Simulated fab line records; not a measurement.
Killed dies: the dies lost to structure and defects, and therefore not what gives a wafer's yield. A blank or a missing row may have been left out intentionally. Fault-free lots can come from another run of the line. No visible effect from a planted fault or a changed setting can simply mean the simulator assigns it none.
fab line records | flow rit-cmos
[record] lots = 14 wafers = 42 last-day = 7
route steps=202 shown M1@184
lots with no fault: from the same line, run without faults
start-h: hours from the record's first day to the start of the lot's first wafer shown | wait-h: hours elapsed since this lot's preceding step | " as in the row above | L1.1+2: a single row standing in for several wafers | - no value, or no start was given | * or withheld: withheld | < > ~ a bound
route shown NAME@n: names a module that has steps shown in the file, with the first one's number in the route | usual: the fault-free wafers' mean and standard deviation | same: alike in all rows | chamber/n: place in a boat | sites: readings site by site | _std_site: how widely they spread, as a standard deviation | _edge_site: outer sites' mean less inner sites' | radius-mm: for every site, how far away it sits from the centre of the wafer | mask NAME#n: copy n | behind: tool/chamber where the wafer was last shaped | hold: reason for holding the lot/hours on hold/outcome of the hold | device: the n, p or np transistor that did not switch | end of line: at the end of the route, the tests of the same wafers | for a step that has no rows: nothing shown but its recipe | killed: dies lost to structure and defects at the first sort, not the wafer's yield | map: a wafer's dies, marking killed ones x, the rest . and places with no die _
set.NAME: the setting that was run; set.NAME@STEP: the one run at that earlier step | model.NAME: the simulator's own value behind a step, which no gauge read
the route's steps for a sample of lots (tables are steps, rows are wafers)
services: when a tool's chamber went out of use (start-h, in hours from the record's first day, below 0 if earlier), for how many hours, and the reason
[[steps]]
[step RIT_M1_SPUTTER_00]
[recipe] material = Al target-thk-nm = 400 power-w = 2000 chamber-pressure-pa = 0.4 gas = Ar time-s = 500 substrate-temp-c = 25
[usual] throttle-valve-pct = 30.7/1.1
// columns lot.wafer tool chamber start-h wait-h throttle-valve-pct
L117.2 pvd-sputter-02 - 65.95 0.0 28.5
L117.4 " - " " 31.7
L117.6 " - " " 31.6
L118.3 pvd-sputter-04 - 72.51 0.0 32.9
L118.4 " - " " 30.9
L118.6 " - " " 33.3
L119.1 pvd-sputter-02 - 75.55 0.0 31.8
L119.2 " - " " 28.3
L119.6 " - " " 31.8
L120.3 pvd-sputter-04 - 85.02 0.0 32.8
L120.4 " - " " 30.7
L120.6 " - " " 31.0
L121.1 pvd-sputter-03 - 87.98 0.0 30.0
L121.2 " - " " 30.2
L121.3 " - " " 28.9
L122.2 pvd-sputter-04 - 90.66 0.0 31.0
L122.4 " - " " 29.9
L122.6 " - " " 30.8
L123.3 pvd-sputter-02 - 97.85 0.0 30.1
L123.4 " - " " 28.4
L123.5 " - " " 30.5
L125.1 pvd-sputter-03 - 108.78 0.0 30.6
L125.5 " - " " 30.4
L125.6 " - " " 28.9
L128.2 pvd-sputter-04 - 119.66 0.0 30.1
L128.5 " - " " 30.8
L128.6 " - " " 30.8
L128.2 pvd-sputter-04 - 120.12 0.3 29.9
L128.5 " - " " 30.9
L128.6 " - " " 30.9
L131.1 pvd-sputter-02 - 140.08 0.0 28.5
L131.2 " - " " 31.9
L131.4 " - " " 30.5
L131.1 pvd-sputter-02 - 140.54 0.3 28.6
L131.2 " - " " 31.8
L131.4 " - " " 30.7
L133.1 pvd-sputter-02 - 153.66 0.0 28.4
L133.3 " - " " 31.7
L133.5 " - " " 28.4
L134.1 pvd-sputter-04 - 156.87 0.0 31.0
L134.2 " - " " 30.9
L134.4 " - " " 32.8
L135.4 pvd-sputter-03 - 158.64 0.0 30.4
L135.5 " - " " 30.2
L135.6 " - " " 30.2
L136.1 pvd-sputter-04 - 160.94 0.0 32.7
L136.3 " - " " 31.0
L136.4 " - " " 29.7
[step RIT_M1_RS_MEAS_01]
[recipe] thk-meas-gauge = four-point-probe reads = Al_of_M1_SPUTTER_00
[usual] M1_AL_RS = 0.0732/0.00094
// columns lot.wafer tool chamber start-h wait-h M1_AL_RS[ohm/sq]
L117.2 film-metro-04 - 66.27 0.2 0.0758
L117.4 " - " " 0.0748
L117.6 " - " " 0.0740
L118.3 film-metro-04 - 72.85 0.2 0.0728
L118.4 " - " " 0.0723
L118.6 " - " " 0.0730
L119.1 film-metro-04 - 75.84 0.1 0.0745
L119.2 " - " " 0.0742
L119.6 " - " " 0.0738
L120.3 film-metro-02 - 85.35 0.2 0.0742
L120.4 " - " " 0.0732
L120.6 " - " " 0.0726
L121.1 film-metro-04 - 88.28 0.1 0.0718
L121.2 " - " " 0.0724
L121.3 " - " " 0.0728
L122.2 film-metro-04 - 90.97 0.2 0.0728
L122.4 " - " " 0.0724
L122.6 " - " " 0.0720
L123.3 film-metro-04 - 98.19 0.2 0.0742
L123.4 " - " " 0.0744
L123.5 " - " " 0.0750
L125.1 film-metro-03 - 109.08 0.1 0.0731
L125.5 " - " " 0.0729
L125.6 " - " " 0.0726
L128.2 film-metro-03 - 120.43 0.2 0.0359
L128.5 " - " " 0.0363
L128.6 " - " " 0.0361
L131.1 film-metro-02 - 141.83 1.1 0.0367
L131.2 " - " " 0.0366
L131.4 " - " " 0.0368
L133.1 film-metro-04 - 153.96 0.1 0.0746
L133.3 " - " " 0.0735
L133.5 " - " " 0.0740
L134.1 film-metro-03 - 157.17 0.1 0.0735
L134.2 " - " " 0.0730
L134.4 " - " " 0.0744
L135.4 film-metro-02 - 158.99 0.2 0.0730
L135.5 " - " " 0.0725
L135.6 " - " " 0.0721
L136.1 film-metro-04 - 161.23 0.1 0.0737
L136.3 " - " " 0.0731
L136.4 " - " " 0.0713
[step RIT_M1_THK_MEAS_02]
[recipe] thk-meas-gauge = xrf reads = Al_of_M1_SPUTTER_00
[usual] M1_AL_THK = 398/5.4
// columns lot.wafer tool chamber start-h wait-h M1_AL_THK[nm]
L117.2 film-metro-04 - 66.38 0.1 385
L117.4 " - " " 386
L117.6 " - " " 392
L118.3 film-metro-04 - 72.95 0.1 401
L118.4 " - " " 401
L118.6 " - " " 399
L119.1 film-metro-04 - 75.96 0.1 390
L119.2 " - " " 390
L119.6 " - " " 396
L120.3 film-metro-02 - 85.45 0.1 393
L120.4 " - " " 396
L120.6 " - " " 399
L121.1 film-metro-04 - 88.40 0.1 407
L121.2 " - " " 403
L121.3 " - " " 399
L122.2 film-metro-04 - 91.08 0.1 398
L122.4 " - " " 401
L122.6 " - " " 403
L123.3 film-metro-04 - 98.29 0.1 391
L123.4 " - " " 388
L123.5 " - " " 387
L125.1 film-metro-03 - 109.20 0.1 403
L125.5 " - " " 404
L125.6 " - " " 403
L128.2 film-metro-03 - 120.54 0.1 810
L128.5 " - " " 798
L128.6 " - " " 805
L131.1 film-metro-02 - 141.95 0.1 784
L131.2 " - " " 790
L131.4 " - " " 784
L133.1 film-metro-04 - 154.08 0.1 388
L133.3 " - " " 396
L133.5 " - " " 391
L134.1 film-metro-03 - 157.29 0.1 401
L134.2 " - " " 404
L134.4 " - " " 396
L135.4 film-metro-02 - 159.08 0.1 396
L135.5 " - " " 401
L135.6 " - " " 403
L136.1 film-metro-04 - 161.35 0.1 391
L136.3 " - " " 397
L136.4 " - " " 404
[step RIT_M1_PROBE_99]
[usual] defect-limited-yield = 97.4/1.1 killed_at_M0_to_M3 = 0/0 killed-at-contacts = 0.0/0.16 killed-at-front-end = 6.9/2.9 killed-dies = 7.0/2.9 killed-on-rim = 1.9/1.4 killed-open = 3.4/2.1 killed-short = 3.5/1.8 sort_bin_3_pad_short = 0.1/0.23 sort_bin_5_function = 1.5/0.78 sort_bin_6_memory = 1.0/0.65 sort-n-pass = 257.0/2.9 sort-yield-pct = 97.4/1.1
[same] gross-dies = 264 killed_at_M4_up = 0 killed-at-back-side = 0 killed-at-other = 0
// columns lot.wafer tool chamber start-h wait-h defect-limited-yield[%] killed_at_M0_to_M3 killed-at-contacts killed-at-front-end killed-dies killed-on-rim killed-open killed-short sort_bin_3_pad_short[%] sort_bin_5_function[%] sort_bin_6_memory[%] sort-n-pass sort-yield-pct[%]
L117.2 prober-01 - 70.17 0.1 98.1 0 0 5 5 2 4 1 0 1.1 0.8 259.0 98.1
L117.4 prober-01 - 70.27 0.2 97.0 0 0 8 8 3 3 5 0 3.0 0 256.0 97.0
L117.6 prober-01 - 70.37 0.2 96.6 0 0 9 9 2 3 6 0 1.5 1.9 255.0 96.6
L118.3 prober-02 - 76.64 0.2 97.0 0 0 8 8 0 5 3 0.4 1.5 1.1 256.0 97.0
L118.4 prober-02 - 76.69 0.2 94.7 0 0 14 14 3 10 4 0.4 1.9 3.0 250.0 94.7
L118.6 prober-02 - 76.79 0.2 98.1 0 0 5 5 1 2 3 0.4 1.1 0.4 259.0 98.1
L119.1 prober-01 - 79.70 0.1 99.2 0 0 2 2 2 1 1 0 0.4 0.4 262.0 99.2
L119.2 prober-01 - 79.75 0.1 98.9 0 0 3 3 2 1 2 0.4 0.4 0.4 261.0 98.9
L119.6 prober-01 - 79.95 0.2 97.3 0 0 7 7 2 2 5 0.4 1.1 1.1 257.0 97.3
L120.3 prober-02 - 89.28 0.2 98.5 0 0 4 4 2 3 1 0 0.8 0.8 260.0 98.5
L120.4 prober-02 - 89.33 0.2 97.7 0 0 6 6 2 3 3 0.4 1.5 0.4 258.0 97.7
L120.6 prober-02 - 89.43 0.2 97.7 0 0 6 6 0 2 4 0 0.8 1.5 258.0 97.7
L121.1 prober-01 - 92.05 0.1 95.5 0 0 12 12 5 9 3 0.4 3.0 1.1 252.0 95.5
L121.2 prober-01 - 92.10 0.1 97.7 0 1 5 6 1 1 5 0 1.1 1.1 258.0 97.7
L121.3 prober-01 - 92.15 0.2 95.8 0 0 11 11 1 7 4 0 2.3 1.9 253.0 95.8
L122.2 prober-02 - 95.09 0.1 97.7 0 0 6 6 0 3 3 0.4 1.5 0.4 258.0 97.7
L122.4 prober-02 - 95.19 0.2 98.1 0 0 5 5 2 1 4 0.4 1.1 0.4 259.0 98.1
L122.6 prober-02 - 95.29 0.2 97.7 0 0 6 6 1 5 1 0 1.5 0.8 258.0 97.7
L123.3 prober-01 - 101.97 0.2 98.1 0 0 5 5 1 5 0 0 0.4 1.5 259.0 98.1
L123.4 prober-01 - 102.02 0.2 94.7 0 0 14 14 4 7 7 0 3.0 2.3 250.0 94.7
L123.5 prober-01 - 102.07 0.2 96.2 0 0 10 10 3 5 5 0 2.3 1.5 254.0 96.2
L125.1 prober-01 - 112.92 0.1 96.6 0 0 9 9 3 5 4 0.4 1.5 1.5 255.0 96.6
L125.5 prober-01 - 113.12 0.2 98.9 0 0 3 3 1 2 1 0 0.8 0.4 261.0 98.9
L125.6 prober-01 - 113.17 0.2 97.3 0 0 7 7 2 4 3 0 1.1 1.5 257.0 97.3
L128.2 prober-02 - 124.85 0.1 0 262 0 2 264 70 2 0 0 100.0 0 0 0
L128.5 prober-02 - 125.00 0.2 0 256 1 7 264 70 3 5 0.4 99.2 0.4 0 0
L128.6 prober-02 - 125.05 0.2 0 257 0 7 264 70 4 3 0 99.2 0.8 0 0
L131.1 prober-01 - 145.82 0.1 0 257 0 7 264 70 4 3 0 98.5 1.5 0 0
L131.2 prober-01 - 145.87 0.1 0 256 0 8 264 70 1 7 0.4 98.1 1.5 0 0
L131.4 prober-01 - 145.97 0.2 0 257 0 7 264 70 4 3 0 98.1 1.9 0 0
L133.1 prober-01 - 157.80 0.1 95.5 0 0 12 12 1 6 6 0.4 3.0 1.1 252.0 95.5
L133.3 prober-01 - 157.90 0.2 96.6 0 0 9 9 2 5 4 0 2.3 1.1 255.0 96.6
L133.5 prober-01 - 158.00 0.2 97.0 0 0 8 8 1 5 3 0.4 2.3 0.4 256.0 97.0
L134.1 prober-02 - 160.89 0.1 95.5 0 0 12 12 6 8 4 0 2.3 2.3 252.0 95.5
L134.2 prober-02 - 160.94 0.1 96.2 0 0 10 10 1 5 5 0 1.9 1.9 254.0 96.2
L134.4 prober-02 - 161.04 0.2 96.6 0 0 9 9 2 5 4 0 1.9 1.5 255.0 96.6
L135.4 prober-01 - 162.93 0.2 97.0 0 0 8 8 3 2 6 0 1.5 1.5 256.0 97.0
L135.5 prober-01 - 162.98 0.2 95.5 0 0 12 12 4 9 3 0.8 1.1 2.7 252.0 95.5
L135.6 prober-01 - 163.03 0.2 97.3 0 0 7 7 1 5 2 0 1.9 0.8 257.0 97.3
L136.1 prober-02 - 164.95 0.1 96.6 0 0 9 9 3 4 5 0 2.7 0.8 255.0 96.6
L136.3 prober-02 - 165.05 0.2 96.2 0 0 10 10 3 5 5 0 1.5 2.3 254.0 96.2
L136.4 prober-02 - 165.10 0.2 96.2 0 0 10 10 2 6 4 0.4 2.3 1.1 254.0 96.2
// killed by level:class
L117.2 GATE:geometric-particle:open=2 FOX2:geometric-particle:short=1 FOX2:geometric-particle:open=1 SILICIDE:geometric-particle:open=1
L117.4 GATE:geometric-particle:short=4 FOX1:geometric-particle:open=1 GATE:geometric-particle:open=1 SPACER:geometric-particle:open=1 SPACER:geometric-particle:short=1
L117.6 GATE:geometric-particle:short=5 FOX1:geometric-particle:open=1 FOX2:geometric-particle:short=1 GATE:geometric-particle:open=1 SILICIDE:geometric-particle:open=1
L118.3 GATE:geometric-particle:open=3 REOX:geometric-particle:open=2 REOX:geometric-particle:short=2 GATE:geometric-particle:short=1
L118.4 GATE:geometric-particle:open=6 FOX1:geometric-particle:short=2 REOX:geometric-particle:open=2 FOX1:geometric-particle:open=1 REOX:geometric-particle:short=1 SPACER:geometric-particle:short=1 SPACER:geometric-particle:open=1
L118.6 FOX1:geometric-particle:short=1 GATE:geometric-particle:short=1 REOX:geometric-particle:open=1 SPACER:geometric-particle:short=1 SILICIDE:geometric-particle:open=1
L119.1 GATE:geometric-particle:short=1 SILICIDE:geometric-particle:open=1
L119.2 GATE:geometric-particle:open=1 REOX:geometric-particle:short=1 SILICIDE:geometric-particle:short=1
L119.6 REOX:geometric-particle:short=3 GATE:geometric-particle:short=2 ACTIVE:geometric-particle:open=1 REOX:geometric-particle:open=1
L120.3 REOX:geometric-particle:open=2 SPACER:geometric-particle:open=1 REOX:geometric-particle:short=1
L120.4 GATE:geometric-particle:open=3 GATE:geometric-particle:short=3
L120.6 SPACER:geometric-particle:short=2 FOX1:geometric-particle:short=1 GATE:geometric-particle:short=1 REOX:geometric-particle:open=1 SPACER:geometric-particle:open=1
L121.1 GATE:geometric-particle:open=3 FOX2:geometric-particle:open=2 SPACER:geometric-particle:open=2 SILICIDE:geometric-particle:open=2 FOX2:geometric-particle:short=1 GATE:geometric-particle:short=1 REOX:geometric-particle:short=1
L121.2 FOX1:geometric-particle:short=2 GATE:geometric-particle:short=2 REOX:geometric-particle:open=1 CONTACT:geometric-particle:short=1
L121.3 FOX2:geometric-particle:open=2 REOX:geometric-particle:open=2 REOX:geometric-particle:short=2 GATE:geometric-particle:open=1 SPACER:geometric-particle:open=1 SPACER:geometric-particle:short=1 SILICIDE:geometric-particle:open=1 SILICIDE:geometric-particle:short=1
L122.2 GATE:geometric-particle:short=2 GATE:geometric-particle:open=1 REOX:geometric-particle:short=1 REOX:geometric-particle:open=1 SPACER:geometric-particle:open=1
L122.4 SPACER:geometric-particle:short=2 ACTIVE:geometric-particle:short=1 GATE:geometric-particle:open=1 REOX:geometric-particle:short=1
L122.6 SPACER:geometric-particle:open=3 FOX1:geometric-particle:open=1 GATE:geometric-particle:short=1 GATE:geometric-particle:open=1
L123.3 GATE:geometric-particle:open=3 FOX1:geometric-particle:open=1 SPACER:geometric-particle:open=1
L123.4 GATE:geometric-particle:open=5 GATE:geometric-particle:short=5 SILICIDE:geometric-particle:open=2 FOX1:geometric-particle:short=1 SILICIDE:geometric-particle:short=1
L123.5 GATE:geometric-particle:open=5 GATE:geometric-particle:short=4 FOX1:geometric-particle:short=1
L125.1 GATE:geometric-particle:open=4 GATE:geometric-particle:short=4 REOX:geometric-particle:open=1
L125.5 FOX1:geometric-particle:open=1 FOX2:geometric-particle:short=1 SILICIDE:geometric-particle:open=1
L125.6 GATE:geometric-particle:open=2 FOX2:geometric-particle:open=1 FOX2:geometric-particle:short=1 GATE:geometric-particle:short=1 SPACER:geometric-particle:short=1 SILICIDE:geometric-particle:open=1
L128.2 M1:area-etch=262 REOX:geometric-particle:open=1 SPACER:geometric-particle:open=1
L128.5 M1:area-etch=256 GATE:geometric-particle:short=5 GATE:geometric-particle:open=1 REOX:geometric-particle:open=1 CONTACT:geometric-particle:open=1
L128.6 M1:area-etch=257 SILICIDE:geometric-particle:short=2 FOX1:geometric-particle:short=1 GATE:geometric-particle:open=1 REOX:geometric-particle:open=1 SPACER:geometric-particle:open=1 SILICIDE:geometric-particle:open=1
L131.1 M1:area-etch=257 REOX:geometric-particle:open=2 SPACER:geometric-particle:short=2 GATE:geometric-particle:open=1 REOX:geometric-particle:short=1 SPACER:geometric-particle:open=1
L131.2 M1:area-etch=256 SILICIDE:geometric-particle:short=4 GATE:geometric-particle:short=2 SPACER:geometric-particle:short=1 SILICIDE:geometric-particle:open=1
L131.4 M1:area-etch=257 GATE:geometric-particle:short=2 GATE:geometric-particle:open=2 FOX1:geometric-particle:short=1 FOX1:geometric-particle:open=1 SPACER:geometric-particle:open=1
L133.1 SPACER:geometric-particle:open=5 SPACER:geometric-particle:short=4 GATE:geometric-particle:short=1 GATE:geometric-particle:open=1 SILICIDE:geometric-particle:short=1
L133.3 FOX1:geometric-particle:open=2 GATE:geometric-particle:short=2 GATE:geometric-particle:open=2 SILICIDE:geometric-particle:short=2 SPACER:geometric-particle:open=1
L133.5 GATE:geometric-particle:open=2 FOX1:geometric-particle:short=1 FOX1:geometric-particle:open=1 GATE:geometric-particle:short=1 SPACER:geometric-particle:short=1 SPACER:geometric-particle:open=1 SILICIDE:geometric-particle:open=1
L134.1 REOX:geometric-particle:open=4 SPACER:geometric-particle:short=2 FOX1:geometric-particle:open=1 FOX1:geometric-particle:short=1 GATE:geometric-particle:open=1 GATE:geometric-particle:short=1 SPACER:geometric-particle:open=1 SILICIDE:geometric-particle:open=1
L134.2 FOX2:geometric-particle:short=3 SPACER:geometric-particle:open=2 FOX1:geometric-particle:short=1 FOX2:geometric-particle:open=1 GATE:geometric-particle:open=1 GATE:geometric-particle:short=1 SILICIDE:geometric-particle:open=1
L134.4 FOX1:geometric-particle:open=2 GATE:geometric-particle:open=2 SILICIDE:geometric-particle:short=2 FOX2:geometric-particle:open=1 GATE:geometric-particle:short=1 REOX:geometric-particle:short=1
L135.4 FOX1:geometric-particle:short=2 FOX2:geometric-particle:short=1 REOX:geometric-particle:short=1 REOX:geometric-particle:open=1 SPACER:geometric-particle:short=1 SILICIDE:geometric-particle:open=1 SILICIDE:geometric-particle:short=1
L135.5 GATE:geometric-particle:open=3 FOX2:geometric-particle:open=2 SPACER:geometric-particle:open=2 SILICIDE:geometric-particle:short=2 FOX1:geometric-particle:open=1 FOX1:geometric-particle:short=1 SILICIDE:geometric-particle:open=1
L135.6 FOX1:geometric-particle:open=1 GATE:geometric-particle:short=1 GATE:geometric-particle:open=1 REOX:geometric-particle:open=1 REOX:geometric-particle:short=1 SPACER:geometric-particle:open=1 SILICIDE:geometric-particle:open=1
L136.1 FOX1:geometric-particle:short=4 FOX1:geometric-particle:open=2 GATE:geometric-particle:open=1 REOX:geometric-particle:short=1 SILICIDE:geometric-particle:open=1
L136.3 GATE:geometric-particle:short=3 REOX:geometric-particle:open=3 FOX1:geometric-particle:open=1 FOX1:geometric-particle:short=1 FOX2:geometric-particle:open=1 SPACER:geometric-particle:short=1
L136.4 GATE:geometric-particle:open=3 GATE:geometric-particle:short=2 FOX1:geometric-particle:open=1 FOX1:geometric-particle:short=1 REOX:geometric-particle:open=1 SPACER:geometric-particle:short=1 SILICIDE:geometric-particle:open=1
[[services]]
// columns tool chamber start-h hours kind
pvd-sputter-03 - 71.73 3.0 repair
[[key]]
[first-sign] step = RIT_M1_SPUTTER_00 reading = visit direction = added
[effect] step = RIT_M1_RS_MEAS_01 reading = M1_AL_RS direction = down sigmas = 39 usual = 0.0732 struck = 0.0364
[effect] step = RIT_M1_THK_MEAS_02 reading = M1_AL_THK direction = up sigmas = 73 usual = 398 struck = 795
[effect] step = RIT_M1_PROBE_99 reading = killed_at_M0_to_M3 direction = up sigmas = 99+ usual = 0 struck = 257.5
[more-kills-born-at] RIT_M1_METAL_ETCH_12@rie-metal-01 = 1545
met-at RIT_M1_SPUTTER_00
struck-lots L128,L131
later-rows-left-out L128.2,L128.5,L128.6,L131.1,L131.2,L131.4
[fault] kind = repeated-step-whole tool = pvd-sputter-02,pvd-sputter-03,pvd-sputter-04 chamber = - onset-h = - steps = RIT_M1_SPUTTER_00 times = 1 scope = struck-lots-only
// later-rows-left-out: the simulator's readings of these wafers behind a module that went badly wrong aren't trusted and aren't shown, but for the sort
